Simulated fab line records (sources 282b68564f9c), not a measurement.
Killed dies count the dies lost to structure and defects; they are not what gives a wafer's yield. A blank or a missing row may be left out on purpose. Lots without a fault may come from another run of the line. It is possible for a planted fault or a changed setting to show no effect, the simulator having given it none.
fab line records :: flow rit-cmos
record:
  lots: 6
  wafers: 18
  last-day: 7
route steps=202 shown FOX1@21 FOX2@23 NWELL@28
lots with no fault: from the same line, run without faults
start-h: the number of hours between the record's first day and the start of the first shown wafer of the lot :: wait-h: how many hours have passed since the lot's step before this one :: " the same as in the row above :: L1.1+2: one row covering several wafers at once :: - no value, or no start was given :: * or withheld: withheld :: < > ~ a bound
route shown NAME@n: a module of which the file shows steps, and the number in the route of the first :: usual: the fault-free wafers' mean and standard deviation :: same: alike in all rows :: chamber/n: place in a boat :: sites: each site's reading :: _std_site: standard deviation across them :: _edge_site: outer sites' mean less inner sites' :: radius-mm: how far each site lies from the wafer's centre :: mask NAME#n: copy n :: behind: the most recent tool/chamber to have shaped the wafer :: hold: why the lot went on hold/how many hours it stayed there/how the hold came to an end :: device: names the non-switching transistor (n, p or np) :: end of line: the tests these same wafers got at the end of their route :: a step without rows: its recipe alone :: killed: count of dies lost to structure and defects at first sort (not the wafer's yield) :: map: a wafer's dies, marking killed ones x, the rest . and places with no die _
set.NAME: the setting as run; set.NAME@STEP: as run at that earlier step :: model.NAME: the simulator's own value behind a step, which no gauge read
a table for each step, a row for each wafer; lots at some steps of the route
== steps ==
step: RIT_FOX1_THK_MEAS_01
recipe:
  reads: SiO2_of_FOX1_OXIDATION_00
usual:
  FOX1_OXIDE_THK: 348/6.1
lot.wafer: L623.1
tool: film-metro-04
chamber: -
start-h: 23.72
wait-h: 0.0
FOX1_OXIDE_THK[nm]: 356

lot.wafer: L623.2
tool: film-metro-04
chamber: -
start-h: 23.72
wait-h: 0.0
FOX1_OXIDE_THK[nm]: 357

lot.wafer: L623.6
tool: film-metro-04
chamber: -
start-h: 23.72
wait-h: 0.0
FOX1_OXIDE_THK[nm]: 359

lot.wafer: L633.1
tool: film-metro-04
chamber: -
start-h: 72.28
wait-h: 0.0
FOX1_OXIDE_THK[nm]: 342

lot.wafer: L633.2
tool: film-metro-04
chamber: -
start-h: 72.28
wait-h: 0.0
FOX1_OXIDE_THK[nm]: 343

lot.wafer: L633.4
tool: film-metro-04
chamber: -
start-h: 72.28
wait-h: 0.0
FOX1_OXIDE_THK[nm]: 347

lot.wafer: L634.1
tool: film-metro-03
chamber: -
start-h: 78.28
wait-h: 0.0
FOX1_OXIDE_THK[nm]: 348

lot.wafer: L634.4
tool: film-metro-03
chamber: -
start-h: 78.28
wait-h: 0.0
FOX1_OXIDE_THK[nm]: 339

lot.wafer: L634.6
tool: film-metro-03
chamber: -
start-h: 78.28
wait-h: 0.0
FOX1_OXIDE_THK[nm]: 338

lot.wafer: L640.2
tool: film-metro-03
chamber: -
start-h: 107.62
wait-h: 0.0
FOX1_OXIDE_THK[nm]: 352

lot.wafer: L640.4
tool: film-metro-03
chamber: -
start-h: 107.62
wait-h: 0.0
FOX1_OXIDE_THK[nm]: 349

lot.wafer: L640.5
tool: film-metro-03
chamber: -
start-h: 107.62
wait-h: 0.0
FOX1_OXIDE_THK[nm]: 350

lot.wafer: L641.1
tool: film-metro-01
chamber: -
start-h: 111.99
wait-h: 0.0
FOX1_OXIDE_THK[nm]: 345

lot.wafer: L641.2
tool: film-metro-01
chamber: -
start-h: 111.99
wait-h: 0.0
FOX1_OXIDE_THK[nm]: 352

lot.wafer: L641.3
tool: film-metro-01
chamber: -
start-h: 111.99
wait-h: 0.0
FOX1_OXIDE_THK[nm]: 355

lot.wafer: L644.1
tool: film-metro-04
chamber: -
start-h: 127.94
wait-h: 0.0
FOX1_OXIDE_THK[nm]: 349

lot.wafer: L644.3
tool: film-metro-04
chamber: -
start-h: 127.94
wait-h: 0.0
FOX1_OXIDE_THK[nm]: 357

lot.wafer: L644.4
tool: film-metro-04
chamber: -
start-h: 127.94
wait-h: 0.0
FOX1_OXIDE_THK[nm]: 353
step: RIT_FOX1_WET_ETCH_02
recipe:
  chemistry: BOE
  target-depth-nm: 350
  time-s: 390
  temp-c: 21.5
  dry: n2-spin
  dilution: 10:1
  target: SiO2
step: RIT_FOX2_OXIDATION_00
recipe:
  temp-c: 1100
  ambient: H2O
  target-thk-a: 3507
  p-h2o-torr: 720
  ox-time-s: 1130
step: RIT_FOX2_THK_MEAS_01
recipe:
  reads: SiO2_of_FOX2_OXIDATION_00
usual:
  FOX2_OXIDE_THK: 349/5.8
lot.wafer: L623.1
tool: film-metro-02
chamber: -
start-h: 25.23
wait-h: 0.0
FOX2_OXIDE_THK[nm]: 354

lot.wafer: L623.2
tool: film-metro-02
chamber: -
start-h: 25.23
wait-h: 0.0
FOX2_OXIDE_THK[nm]: 349

lot.wafer: L623.6
tool: film-metro-02
chamber: -
start-h: 25.23
wait-h: 0.0
FOX2_OXIDE_THK[nm]: 350

lot.wafer: L633.1
tool: film-metro-04
chamber: -
start-h: 73.77
wait-h: 0.0
FOX2_OXIDE_THK[nm]: 348

lot.wafer: L633.2
tool: film-metro-04
chamber: -
start-h: 73.77
wait-h: 0.0
FOX2_OXIDE_THK[nm]: 348

lot.wafer: L633.4
tool: film-metro-04
chamber: -
start-h: 73.77
wait-h: 0.0
FOX2_OXIDE_THK[nm]: 346

lot.wafer: L634.1
tool: film-metro-02
chamber: -
start-h: 79.77
wait-h: 0.0
FOX2_OXIDE_THK[nm]: 352

lot.wafer: L634.4
tool: film-metro-02
chamber: -
start-h: 79.77
wait-h: 0.0
FOX2_OXIDE_THK[nm]: 354

lot.wafer: L634.6
tool: film-metro-02
chamber: -
start-h: 79.77
wait-h: 0.0
FOX2_OXIDE_THK[nm]: 349

lot.wafer: L640.2
tool: film-metro-01
chamber: -
start-h: 109.23
wait-h: 0.0
FOX2_OXIDE_THK[nm]: 343

lot.wafer: L640.4
tool: film-metro-01
chamber: -
start-h: 109.23
wait-h: 0.0
FOX2_OXIDE_THK[nm]: 346

lot.wafer: L640.5
tool: film-metro-01
chamber: -
start-h: 109.23
wait-h: 0.0
FOX2_OXIDE_THK[nm]: 339

lot.wafer: L641.1
tool: film-metro-04
chamber: -
start-h: 113.60
wait-h: 0.0
FOX2_OXIDE_THK[nm]: 345

lot.wafer: L641.2
tool: film-metro-04
chamber: -
start-h: 113.60
wait-h: 0.0
FOX2_OXIDE_THK[nm]: 349

lot.wafer: L641.3
tool: film-metro-04
chamber: -
start-h: 113.60
wait-h: 0.0
FOX2_OXIDE_THK[nm]: 346

lot.wafer: L644.1
tool: film-metro-01
chamber: -
start-h: 129.43
wait-h: 0.0
FOX2_OXIDE_THK[nm]: 361

lot.wafer: L644.3
tool: film-metro-01
chamber: -
start-h: 129.43
wait-h: 0.0
FOX2_OXIDE_THK[nm]: 354

lot.wafer: L644.4
tool: film-metro-01
chamber: -
start-h: 129.43
wait-h: 0.0
FOX2_OXIDE_THK[nm]: 358
step: RIT_FOX2_CLEAN_02
recipe:
  chemistry: dHF
  dilution: 50:1
  time-s: 180
step: RIT_FOX2_WET_ETCH_03
recipe:
  chemistry: H3PO4
  target: Si3N4
  target-depth-nm: 195
  temp-c: 165
  time-s: 2700
step: RIT_FOX2_THK_MEAS_90
recipe:
  reads: SiO2_of_FOX2_OXIDATION_00
usual:
  FIELD_OXIDE_LEFT_1_THK: 322/5.9
lot.wafer: L623.1
tool: film-metro-02
chamber: -
start-h: 26.10
wait-h: 0.0
FIELD_OXIDE_LEFT_1_THK[nm]: 328

lot.wafer: L623.2
tool: film-metro-02
chamber: -
start-h: 26.10
wait-h: 0.0
FIELD_OXIDE_LEFT_1_THK[nm]: 321

lot.wafer: L623.6
tool: film-metro-02
chamber: -
start-h: 26.10
wait-h: 0.0
FIELD_OXIDE_LEFT_1_THK[nm]: 323

lot.wafer: L633.1
tool: film-metro-01
chamber: -
start-h: 74.71
wait-h: 0.0
FIELD_OXIDE_LEFT_1_THK[nm]: 322

lot.wafer: L633.2
tool: film-metro-01
chamber: -
start-h: 74.71
wait-h: 0.0
FIELD_OXIDE_LEFT_1_THK[nm]: 321

lot.wafer: L633.4
tool: film-metro-01
chamber: -
start-h: 74.71
wait-h: 0.0
FIELD_OXIDE_LEFT_1_THK[nm]: 318

lot.wafer: L634.1
tool: film-metro-04
chamber: -
start-h: 80.65
wait-h: 0.0
FIELD_OXIDE_LEFT_1_THK[nm]: 324

lot.wafer: L634.4
tool: film-metro-04
chamber: -
start-h: 80.65
wait-h: 0.0
FIELD_OXIDE_LEFT_1_THK[nm]: 327

lot.wafer: L634.6
tool: film-metro-04
chamber: -
start-h: 80.65
wait-h: 0.0
FIELD_OXIDE_LEFT_1_THK[nm]: 321

lot.wafer: L640.2
tool: film-metro-04
chamber: -
start-h: 110.87
wait-h: 0.0
FIELD_OXIDE_LEFT_1_THK[nm]: 316

lot.wafer: L640.4
tool: film-metro-04
chamber: -
start-h: 110.87
wait-h: 0.0
FIELD_OXIDE_LEFT_1_THK[nm]: 319

lot.wafer: L640.5
tool: film-metro-04
chamber: -
start-h: 110.87
wait-h: 0.0
FIELD_OXIDE_LEFT_1_THK[nm]: 312

lot.wafer: L641.1
tool: film-metro-01
chamber: -
start-h: 114.48
wait-h: 0.0
FIELD_OXIDE_LEFT_1_THK[nm]: 318

lot.wafer: L641.2
tool: film-metro-01
chamber: -
start-h: 114.48
wait-h: 0.0
FIELD_OXIDE_LEFT_1_THK[nm]: 322

lot.wafer: L641.3
tool: film-metro-01
chamber: -
start-h: 114.48
wait-h: 0.0
FIELD_OXIDE_LEFT_1_THK[nm]: 320

lot.wafer: L644.1
tool: film-metro-04
chamber: -
start-h: 130.37
wait-h: 0.0
FIELD_OXIDE_LEFT_1_THK[nm]: 334

lot.wafer: L644.3
tool: film-metro-04
chamber: -
start-h: 130.37
wait-h: 0.0
FIELD_OXIDE_LEFT_1_THK[nm]: 327

lot.wafer: L644.4
tool: film-metro-04
chamber: -
start-h: 130.37
wait-h: 0.0
FIELD_OXIDE_LEFT_1_THK[nm]: 330
step: RIT_NWELL_HMDS_00
recipe:
  prime-time-s: 60
  prime-temp-c: 140
step: RIT_NWELL_COAT_01
recipe:
  resist: NOVOLAK
  spin-rpm: 2000
  resist-thk-nm: 1300
step: RIT_NWELL_SOFTBAKE_02
recipe:
  resist: NOVOLAK
  temp-c: 90
  time-s: 60
step: RIT_NWELL_EXPOSE_03
recipe:
  mask-id: M2
  na: 0.57
  target-cd-nm: 43900
  dose-mj: 250
step: RIT_NWELL_PEB_04
recipe:
  resist: NOVOLAK
  temp-c: withheld
  time-s: withheld
step: RIT_NWELL_DEVELOP_05
recipe:
  resist: NOVOLAK
  develop-time-s: 68
  dev-temp-c: 23
usual:
  chill-plate-temp-C: 23.04/0.11
  develop-time-s: 68/0
lot.wafer: L623.1
tool: litho-track-02
chamber: 0
start-h: 26
wait-h: -
chill-plate-temp-C: 22.86
develop-time-s: 68

lot.wafer: L623.2
tool: litho-track-02
chamber: 0
start-h: 26
wait-h: -
chill-plate-temp-C: 22.93
develop-time-s: 68

lot.wafer: L623.6
tool: litho-track-02
chamber: 0
start-h: 27
wait-h: -
chill-plate-temp-C: 22.98
develop-time-s: 68

lot.wafer: L633.1
tool: litho-track-02
chamber: -
start-h: 75
wait-h: -
chill-plate-temp-C: -
develop-time-s: -

lot.wafer: L633.2
tool: litho-track-02
chamber: -
start-h: 75
wait-h: -
chill-plate-temp-C: -
develop-time-s: -

lot.wafer: L633.4
tool: litho-track-02
chamber: -
start-h: 75
wait-h: -
chill-plate-temp-C: -
develop-time-s: -

lot.wafer: L634.1
tool: litho-track-01
chamber: -
start-h: 81
wait-h: -
chill-plate-temp-C: -
develop-time-s: -

lot.wafer: L634.4
tool: litho-track-01
chamber: -
start-h: 81
wait-h: -
chill-plate-temp-C: -
develop-time-s: -

lot.wafer: L634.6
tool: litho-track-01
chamber: -
start-h: 81
wait-h: -
chill-plate-temp-C: -
develop-time-s: -

lot.wafer: L640.2
tool: litho-track-01
chamber: 0
start-h: 111
wait-h: -
chill-plate-temp-C: 23.08
develop-time-s: 68

lot.wafer: L640.4
tool: litho-track-01
chamber: 0
start-h: 111
wait-h: -
chill-plate-temp-C: 23.30
develop-time-s: 68

lot.wafer: L640.5
tool: litho-track-01
chamber: 0
start-h: 111
wait-h: -
chill-plate-temp-C: 23.16
develop-time-s: 68

lot.wafer: L641.1
tool: litho-track-04
chamber: 0
start-h: 115
wait-h: -
chill-plate-temp-C: 22.80
develop-time-s: 68

lot.wafer: L641.2
tool: litho-track-04
chamber: 0
start-h: 115
wait-h: -
chill-plate-temp-C: 22.99
develop-time-s: 68

lot.wafer: L641.3
tool: litho-track-04
chamber: 0
start-h: 115
wait-h: -
chill-plate-temp-C: 23.03
develop-time-s: 68

lot.wafer: L644.1
tool: litho-track-02
chamber: 0
start-h: 131
wait-h: -
chill-plate-temp-C: 23.16
develop-time-s: 68

lot.wafer: L644.3
tool: litho-track-02
chamber: 0
start-h: 131
wait-h: -
chill-plate-temp-C: 23.24
develop-time-s: 68

lot.wafer: L644.4
tool: litho-track-02
chamber: 0
start-h: 131
wait-h: -
chill-plate-temp-C: 23.08
develop-time-s: 68
step: RIT_NWELL_OVL_MEAS_06
usual:
  NWELL_OVL: -0.5/1.4
lot.wafer: L623.1
tool: overlay-02
chamber: -
start-h: 27.14
wait-h: -
NWELL_OVL[nm]: -0.9

lot.wafer: L623.2
tool: overlay-02
chamber: -
start-h: 27.14
wait-h: -
NWELL_OVL[nm]: -1.4

lot.wafer: L623.6
tool: overlay-02
chamber: -
start-h: 27.14
wait-h: -
NWELL_OVL[nm]: -0.1

lot.wafer: L633.1
tool: overlay-01
chamber: -
start-h: 75.65
wait-h: -
NWELL_OVL[nm]: -

lot.wafer: L633.2
tool: overlay-01
chamber: -
start-h: 75.65
wait-h: -
NWELL_OVL[nm]: -

lot.wafer: L633.4
tool: overlay-01
chamber: -
start-h: 75.65
wait-h: -
NWELL_OVL[nm]: -

lot.wafer: L634.1
tool: overlay-02
chamber: -
start-h: 81.59
wait-h: -
NWELL_OVL[nm]: -

lot.wafer: L634.4
tool: overlay-02
chamber: -
start-h: 81.59
wait-h: -
NWELL_OVL[nm]: -

lot.wafer: L634.6
tool: overlay-02
chamber: -
start-h: 81.59
wait-h: -
NWELL_OVL[nm]: -

lot.wafer: L640.2
tool: overlay-01
chamber: -
start-h: 111.93
wait-h: -
NWELL_OVL[nm]: -1.5

lot.wafer: L640.4
tool: overlay-01
chamber: -
start-h: 111.93
wait-h: -
NWELL_OVL[nm]: -1.6

lot.wafer: L640.5
tool: overlay-01
chamber: -
start-h: 111.93
wait-h: -
NWELL_OVL[nm]: -0.1

lot.wafer: L641.1
tool: overlay-01
chamber: -
start-h: 115.42
wait-h: -
NWELL_OVL[nm]: -0.4

lot.wafer: L641.2
tool: overlay-01
chamber: -
start-h: 115.42
wait-h: -
NWELL_OVL[nm]: 0.7

lot.wafer: L641.3
tool: overlay-01
chamber: -
start-h: 115.42
wait-h: -
NWELL_OVL[nm]: -1.2

lot.wafer: L644.1
tool: overlay-02
chamber: -
start-h: 131.31
wait-h: -
NWELL_OVL[nm]: 1.0

lot.wafer: L644.3
tool: overlay-02
chamber: -
start-h: 131.31
wait-h: -
NWELL_OVL[nm]: -1.2

lot.wafer: L644.4
tool: overlay-02
chamber: -
start-h: 131.31
wait-h: -
NWELL_OVL[nm]: -0.7
== key ==
first-sign:
  step: RIT_NWELL_DEVELOP_05
  reading: tool-record
  direction: missing
effect none on later readings
met-at RIT_NWELL_DEVELOP_05
struck-wafers L633.1,L633.2,L633.4,L634.1,L634.4,L634.6
sort-left-out L633.1,L633.2,L633.4,L634.1,L634.4,L634.6
tester-left-out L633,L634
onset-between 26 75
fault:
  kind: skipped-step-whole
  tool: litho-track-01,litho-track-02
  chamber: -
  onset-h: 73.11
  steps: RIT_NWELL_DEVELOP_05
  scope: struck-lots-only
tester-left-out: of these lots the tester's yield and bins aren't shown, on N5 and GAA mostly nor the transistor test; their killed dies are dies lost to structure and defects alone, not to doping, threshold or leakage, so they don't give the yield
sort-left-out: the simulated sort isn't trusted on such a fault, so these wafers' sort isn't shown, and their yield isn't known
